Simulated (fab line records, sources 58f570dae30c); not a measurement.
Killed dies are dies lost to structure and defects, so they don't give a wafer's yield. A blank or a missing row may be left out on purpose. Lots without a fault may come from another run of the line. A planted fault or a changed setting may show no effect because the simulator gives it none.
fab line records | flow berkeley_cmos170
record lots=7 wafers=21 last_day=11
route steps=331 shown ACTIVE@64
lots that met no fault: from a run of the same line without faults
start_h: hours from the record's first day to the start of the lot's first wafer shown | wait_h: hours since the lot's step before | " the same as in the row above | L1.1+2: a row that stands for several wafers | - no value, or no start given | * or withheld: withheld | < > ~ a bound
route shown NAME@n: a module of which the file shows steps, and the number in the route of the first | usual: mean/standard deviation of fault-free wafers | same: alike in all rows | chamber/n: place in a boat | sites: the reading at each site | _std_site: their standard deviation | _edge_site: outer sites' mean less inner sites' | radius_mm: how far each site lies from the wafer's centre | mask NAME#n: copy n | behind: the tool/chamber that last shaped the wafer | hold: why the lot was held/for how many hours/how that ended | device: the transistor (n, p or np) that didn't switch | end of line: the same wafers' tests at the end of the route | a step without rows: its recipe alone | killed: dies lost to structure and defects at the first sort, not the wafer's yield | map: a wafer's dies, x killed, . not, _ none there
set.NAME: the setting as run; set.NAME@STEP: as run at that earlier step | model.NAME: the simulator's own value behind a step, which no gauge read
lots at some steps of the route; a table a step, a row a wafer
services: from which hour (start_h, from the record's first day; less than 0 if before it) a tool's chamber was out of use, for how many hours, and why
## steps
# step UCB170_ACTIVE_ANNEAL_04
# recipe temp_c=1000 time_s=900 ambient=N2
# step UCB170_ACTIVE_CVD_05
# recipe material=Si3N4 target_thk_nm=220 temp_c=800 precursor=SiH2Cl2/NH3 time_s=3300 pressure_mtorr=200 sih2cl2_flow_sccm=25 nh3_flow_sccm=75
# step UCB170_ACTIVE_THK_MEAS_06
# recipe reads=Si3N4_of_ACTIVE_CVD_05
# usual ACTIVE_NITRIDE_THK=219.7/2
# columns lot.wafer tool chamber start_h wait_h ACTIVE_NITRIDE_THK[nm]
L654.2 film_metro-03 - 117.43 0.0 220.8
L654.3 " - " " 218.7
L654.4 " - " " 219.0
L657.1 film_metro-02 - 142.74 0.0 213.9
L657.4 " - " " 214.0
L657.5 " - " " 216.8
L658.3 film_metro-03 - 142.76 0.0 220.7
L658.4 " - " " 221.3
L658.5 " - " " 219.6
L663.2 film_metro-03 - 164.32 0.0 217.2
L663.4 " - " " 219.6
L663.5 " - " " 219.0
L667.1 film_metro-04 - 180.15 0.0 221.1
L667.4 " - " " 220.6
L667.6 " - " " 220.6
L666.3 film_metro-02 - 180.17 0.0 220.1
L666.5 " - " " 220.0
L666.6 " - " " 218.2
L669.2 film_metro-03 - 188.71 0.0 220.3
L669.5 " - " " 220.1
L669.6 " - " " 219.1
# step UCB170_ACTIVE_HMDS_07
# recipe prime_time_s=60 prime_temp_c=100
# step UCB170_ACTIVE_COAT_08
# recipe resist=KrF spin_rpm=1500 resist_thk_nm=900
# step UCB170_ACTIVE_SOFTBAKE_09
# recipe resist=KrF temp_c=130 time_s=60
# step UCB170_ACTIVE_EXPOSE_10
# recipe mask_id=ACTIVE target_cd_nm=1200 na=0.5 sigma_outer=0.6 source_shape=conventional dose_mj=19.58
# step UCB170_ACTIVE_PEB_11
# recipe peb_temp_c=130 peb_time_s=withheld resist=KrF
# step UCB170_ACTIVE_DEVELOP_12
# recipe developer=TMAH develop_time_s=45.82 resist=KrF dev_temp_c=21
# step UCB170_ACTIVE_CD_MEAS_13
# recipe target_cd_nm=1200
# usual cd_nm=1199.8/1.3
# columns lot.wafer tool chamber start_h wait_h cd_nm
L654.2 cd_sem-01 - 118.46 - 1200.2
L654.3 " - " " 1200.0
L654.4 " - " " 1200.0
L657.1 cd_sem-02 - 143.77 - 1198.8
L657.4 " - " " 1198.8
L657.5 " - " " 1197.0
L658.3 cd_sem-01 - 143.93 - 1198.4
L658.4 " - " " 1199.6
L658.5 " - " " 1199.6
L663.2 cd_sem-01 - 165.36 - 1198.4
L663.4 " - " " 1197.9
L663.5 " - " " 1199.1
L667.1 cd_sem-01 - 181.42 - 1201.7
L667.4 " - " " 1201.2
L667.6 " - " " 1201.3
L666.3 cd_sem-02 - 181.42 - 1200.8
L666.5 " - " " 1199.5
L666.6 " - " " 1200.5
L669.2 cd_sem-02 - 190.55 - 1198.8
L669.5 " - " " 1197.9
L669.6 " - " " 1198.9
# step UCB170_ACTIVE_OVL_MEAS_14
# usual ACTIVE_OVL=-1/6.1
# columns lot.wafer tool chamber start_h wait_h ACTIVE_OVL[nm]
L654.2 overlay-01 - 118.57 0.1 -1
L654.3 " - " " 3
L654.4 " - " " 1
L657.1 overlay-02 - 143.89 0.1 -8
L657.4 " - " " -11
L657.5 " - " " -6
L658.3 overlay-01 - 144.02 0.1 3
L658.4 " - " " -3
L658.5 " - " " 3
L663.2 overlay-02 - 165.46 0.1 0
L663.4 " - " " -4
L663.5 " - " " -4
L666.3 overlay-01 - 181.51 0.1 12
L666.5 " - " " 8
L666.6 " - " " 10
L667.1 overlay-02 - 181.54 0.1 -4
L667.4 " - " " -3
L667.6 " - " " -4
L669.2 overlay-02 - 190.66 0.1 -5
L669.5 " - " " 2
L669.6 " - " " -4
# step UCB170_ACTIVE_ETCH_15
# recipe chemistry=CH3F/Ar/O2 target=Si3N4 stop_on=SiO2 CH3F_flow_sccm=20 Ar_flow_sccm=50 O2_flow_sccm=7 pressure_mtorr=50 rf_w=450 target_depth_a=2420 over_etch_frac=0.1 time_s=151
# usual drypump_motor_current_A=5.5/0.48 oes_product_au=0.945/0.014 throttle_valve_pct=8.08/0.15
# same time_s=151
# columns lot.wafer tool chamber start_h wait_h drypump_motor_current_A oes_product_au rf_hours_counter_h throttle_valve_pct
L654.2 rie_diel-02 1 118.60 0.0 4.7 0.966 128 8.21
L654.3 " 0 " " 6.1 0.933 88 8.03
L654.4 " 2 " " 5.2 0.959 15 7.94
L657.1 rie_diel-01 0 143.93 0.0 5.9 0.924 38 7.91
L657.4 " 3 " " 5.5 0.932 113 7.92
L657.5 " 3 " " 5.6 0.935 - 7.92
L658.3 rie_diel-02 0 144.04 0.0 6.1 0.930 89 8.02
L658.4 " 1 " " 4.7 0.974 129 8.23
L658.5 " 2 " " 5.2 0.955 - 7.93
L663.2 rie_diel-04 0 165.49 0.0 5.6 0.925 51 8.26
L663.4 " 2 " " 5.4 0.937 50 7.80
L663.5 " 1 " " 5.8 0.935 - 8.15
L666.3 rie_diel-01 3 181.54 0.0 5.6 0.947 115 7.93
L666.5 " 2 " " 5.0 0.949 - 8.15
L666.6 " 1 " " 5.0 0.937 - 8.15
L667.1 rie_diel-02 2 181.58 0.0 5.2 0.960 18 7.95
L667.4 " 1 " " 4.7 0.971 131 8.22
L667.6 " 0 " " 6.1 0.933 - 8.03
L669.2 rie_diel-02 3 190.69 0.0 6.2 0.936 111 8.28
L669.5 " 2 " " 5.2 0.967 - 7.94
L669.6 " 1 " " 4.7 0.966 - 8.22
# step UCB170_ACTIVE_STRIP_16
# recipe chemistry=O2 power_w=400 pressure_mtorr=3500 platen_temp_c=withheld o2_flow_sccm=400 overash_fraction=0.5
# usual chamber_pressure_mTorr=3500/3.4 drypump_motor_current_A=5.6/0.47 o2_flow_sccm=399.9/1.1 oes_product_au=0.721/0.0044 strip_time_to_endpoint_s=18.15/0.082
# columns lot.wafer tool chamber start_h wait_h chamber_pressure_mTorr drypump_motor_current_A o2_flow_sccm oes_product_au rf_hours_counter_h strip_time_to_endpoint_s model.KrF_of_ACTIVE_COAT_08.thk_nm
L654.2 plasma_asher-04 0 118.70 0.1 3501 5.7 399.3 0.719 39 18.06 0
L654.3 " 0 " " 3502 5.7 400.0 0.713 - 17.99 0
L654.4 " 1 " " 3496 5.4 400.2 0.717 - 18.00 0
L657.1 plasma_asher-01 0 144.03 0.1 3499 4.9 400.6 0.727 34 18.25 0
L657.4 " 1 " " 3500 6.3 398.6 0.716 - 18.21 0
L657.5 " 1 " " 3499 6.3 399.0 0.726 - 18.14 0
L658.3 plasma_asher-02 0 144.18 0.1 3506 5.2 399.4 0.722 - 18.29 0
L658.4 " 1 " " 3508 5.8 401.0 0.720 - 18.32 0
L658.5 " 1 " " 3505 5.8 400.9 0.722 - 18.28 0
L663.2 plasma_asher-01 0 165.60 0.1 - - - - - - 726.1
L663.4 " 0 " " - - - - - - 724.4
L663.5 " 0 " " - - - - - - 721.4
L666.3 plasma_asher-02 1 181.67 0.1 - - - - - - 727.2
L666.5 " 1 " " - - - - - - 719.1
L666.6 " 0 " " - - - - - - 725.9
L667.1 plasma_asher-01 1 181.68 0.1 - - - - - - 730.5
L667.4 " 0 " " - - - - - - 728.4
L667.6 " 1 " " - - - - - - 721.6
L669.2 plasma_asher-04 1 190.79 0.1 3501 5.4 401.7 0.720 47 18.15 0
L669.5 " 1 " " 3500 5.3 400.1 0.723 - 18.15 0
L669.6 " 0 " " 3496 5.7 400.6 0.723 - 18.26 0
# step UCB170_ACTIVE_CD_MEAS_90
# recipe target_cd_nm=1200
# usual cd_nm=1199.8/1.4
# columns lot.wafer tool chamber start_h wait_h cd_nm
L654.2 cd_sem-02 - 118.82 0.1 1200.1
L654.3 " - " " 1199.6
L654.4 " - " " 1200.0
L657.1 cd_sem-02 - 144.13 0.1 1199.1
L657.4 " - " " 1198.4
L657.5 " - " " 1197.2
L658.3 cd_sem-02 - 144.29 0.1 1198.8
L658.4 " - " " 1199.6
L658.5 " - " " 1200.1
L663.2 cd_sem-02 - 165.72 0.1 1198.3
L663.4 " - " " 1198.0
L663.5 " - " " 1199.1
L667.1 cd_sem-01 - 181.81 0.1 1201.9
L667.4 " - " " 1201.1
L667.6 " - " " 1201.3
L666.3 cd_sem-02 - 181.82 0.1 1200.5
L666.5 " - " " 1199.4
L666.6 " - " " 1201.0
L669.2 cd_sem-01 - 190.91 0.1 1197.9
L669.5 " - " " 1197.7
L669.6 " - " " 1198.6
## services
# columns tool chamber start_h hours kind
plasma_asher-02 - 108.75 9.0 pm
plasma_asher-02 0 108.75 9.0 vent_cycle
plasma_asher-02 1 108.75 9.0 vent_cycle
plasma_asher-02 0 117.75 - clean
plasma_asher-02 1 117.75 - clean
plasma_asher-02 - 126.56 1.4 repair
rie_diel-02 - 129.99 2.8 pm
rie_diel-04 - 132.30 0.5 repair
## key
first_sign step=UCB170_ACTIVE_STRIP_16 reading=tool_record direction=missing
effect none on later readings
model_effect step=UCB170_ACTIVE_STRIP_16 value=KrF_of_ACTIVE_COAT_08.thk_nm without=0 struck=725
met_at UCB170_ACTIVE_STRIP_16
struck_wafers L663.2,L663.4,L663.5,L666.3,L666.5,L666.6,L667.1,L667.4,L667.6
later_rows_left_out L663.2,L663.4,L663.5,L666.3,L666.5,L666.6,L667.1,L667.4,L667.6
sort_left_out L663.2,L663.4,L663.5,L666.3,L666.5,L666.6,L667.1,L667.4,L667.6
tester_left_out L663,L666,L667
onset_between 144.18 165.60
fault kind=skipped_step_whole tool=plasma_asher-01,plasma_asher-02 chamber=- onset_h=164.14 steps=UCB170_ACTIVE_STRIP_16 scope=struck_lots_only
# tester_left_out: of these lots the tester's yield and bins aren't shown, on N5 and GAA mostly nor the transistor test; their killed dies are dies lost to structure and defects alone, not to doping, threshold or leakage, so they don't give the yield
# sort_left_out: the simulated sort isn't trusted on such a fault, so these wafers' sort isn't shown, and their yield isn't known
# later_rows_left_out: the simulator's readings of these wafers behind a module that went badly wrong aren't trusted and aren't shown, but for the sort
